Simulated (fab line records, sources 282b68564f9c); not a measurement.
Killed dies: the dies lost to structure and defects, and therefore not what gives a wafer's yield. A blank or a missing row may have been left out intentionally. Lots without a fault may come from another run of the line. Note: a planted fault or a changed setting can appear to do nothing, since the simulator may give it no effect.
Which tool did it? / flow rit_cmos / 15 lots (45 wafers sampled), 1 step of a 202-step route

## WHAT THE GAUGES READ, wafer by wafer
The record lacks any reading of a measuring or inspecting step that a usual standard deviation could be used to judge.

## WHAT TOOL EACH LOT RAN ON (gives the tool, then ch and the chambers of the sampled wafers, and finally the start)
lot=L290; RIT_PSD_EXPOSE_03=iline_stepper-01 ch 0, day 3 01:00
lot=L292; RIT_PSD_EXPOSE_03=iline_stepper-02 ch 0, day 3 11:24
lot=L293; RIT_PSD_EXPOSE_03=iline_stepper-01 ch 0, day 3 15:11
lot=L294; RIT_PSD_EXPOSE_03=iline_stepper-02 ch 0, day 3 21:10
lot=L295; RIT_PSD_EXPOSE_03=iline_stepper-01 ch 0, day 4 04:31
lot=L296; RIT_PSD_EXPOSE_03=iline_stepper-01 ch 0, day 4 06:23
lot=L297; RIT_PSD_EXPOSE_03=iline_stepper-01 ch 0, day 4 11:25
lot=L298; RIT_PSD_EXPOSE_03=iline_stepper-02 ch 0, day 4 17:10
lot=L299; RIT_PSD_EXPOSE_03=iline_stepper-02 ch 0, day 5 02:54
lot=L303; RIT_PSD_EXPOSE_03=iline_stepper-01, day 5 19:26
lot=L304; RIT_PSD_EXPOSE_03=iline_stepper-01, day 6 04:55
lot=L305; RIT_PSD_EXPOSE_03=iline_stepper-02, day 6 07:29
lot=L307; RIT_PSD_EXPOSE_03=iline_stepper-01 ch 0, day 6 15:05
lot=L308; RIT_PSD_EXPOSE_03=iline_stepper-01 ch 0, day 6 23:53
lot=L310; RIT_PSD_EXPOSE_03=iline_stepper-01 ch 0, day 7 04:18
- RIT_PSD_EXPOSE_03: exposes mask M10, target cd 40900 nm.

## AS READ BY THE TOOLS THEMSELVES (means over the sampled wafers that have a number; for cases with no such wafer, the mark the record gives instead)
RIT_PSD_EXPOSE_03. Usual: exposure_dose_mJ_cm2 249.99, standard deviation 0.26; focus_offset_nm 0.0 nm, standard deviation 0.51.
lot=L290; tool=iline_stepper-01; exposure_dose_mJ_cm2=249.73; focus_offset_nm (nm)=-0.1; flag=
lot=L292; tool=iline_stepper-02; exposure_dose_mJ_cm2=250.16; focus_offset_nm (nm)=0.2; flag=
lot=L293; tool=iline_stepper-01; exposure_dose_mJ_cm2=250.16; focus_offset_nm (nm)=-0.2; flag=
lot=L294; tool=iline_stepper-02; exposure_dose_mJ_cm2=249.91; focus_offset_nm (nm)=0.1; flag=
lot=L295; tool=iline_stepper-01; exposure_dose_mJ_cm2=250.12; focus_offset_nm (nm)=-0.3; flag=
lot=L296; tool=iline_stepper-01; exposure_dose_mJ_cm2=250.06; focus_offset_nm (nm)=0.7; flag=
lot=L297; tool=iline_stepper-01; exposure_dose_mJ_cm2=249.83; focus_offset_nm (nm)=-0.7; flag=
lot=L298; tool=iline_stepper-02; exposure_dose_mJ_cm2=249.89; focus_offset_nm (nm)=-0.3; flag=
lot=L299; tool=iline_stepper-02; exposure_dose_mJ_cm2=249.69; focus_offset_nm (nm)=-0.4; flag=
lot=L303; tool=iline_stepper-01; exposure_dose_mJ_cm2=-; focus_offset_nm (nm)=-; flag=OFF
lot=L304; tool=iline_stepper-01; exposure_dose_mJ_cm2=-; focus_offset_nm (nm)=-; flag=OFF
lot=L305; tool=iline_stepper-02; exposure_dose_mJ_cm2=-; focus_offset_nm (nm)=-; flag=OFF
lot=L307; tool=iline_stepper-01; exposure_dose_mJ_cm2=249.95; focus_offset_nm (nm)=-0.2; flag=
lot=L308; tool=iline_stepper-01; exposure_dose_mJ_cm2=250.01; focus_offset_nm (nm)=-0.4; flag=
lot=L310; tool=iline_stepper-01; exposure_dose_mJ_cm2=250.18; focus_offset_nm (nm)=0.3; flag=

## THE ANSWER, worked out from the rows above alone
Rule: a lot counts as off when the mean over its wafers that have a number is more than 3 standard deviations away from the usual mean. Also off: a lot with no number at a reading for which 4 or more lots have one. The other lots that the step has rows for count as sound. Order of review: gauges by route order, followed by the tools' own readings, for which a lot's mean as printed above is used. At the first step where some lot is off, the reading lying furthest off is the one used; lots without a number count as furthest.
Off: L303, L304, L305 (RIT_PSD_EXPOSE_03, exposure_dose_mJ_cm2). Without a number there: L303, L304, L305.
A tool fits if, at that step or a process step before it, it ran every lot that is off, and no sound lot after the first of them. No candidate that was tried fits.

## WHAT HAD BEEN PUT IN BY THE SIMULATOR
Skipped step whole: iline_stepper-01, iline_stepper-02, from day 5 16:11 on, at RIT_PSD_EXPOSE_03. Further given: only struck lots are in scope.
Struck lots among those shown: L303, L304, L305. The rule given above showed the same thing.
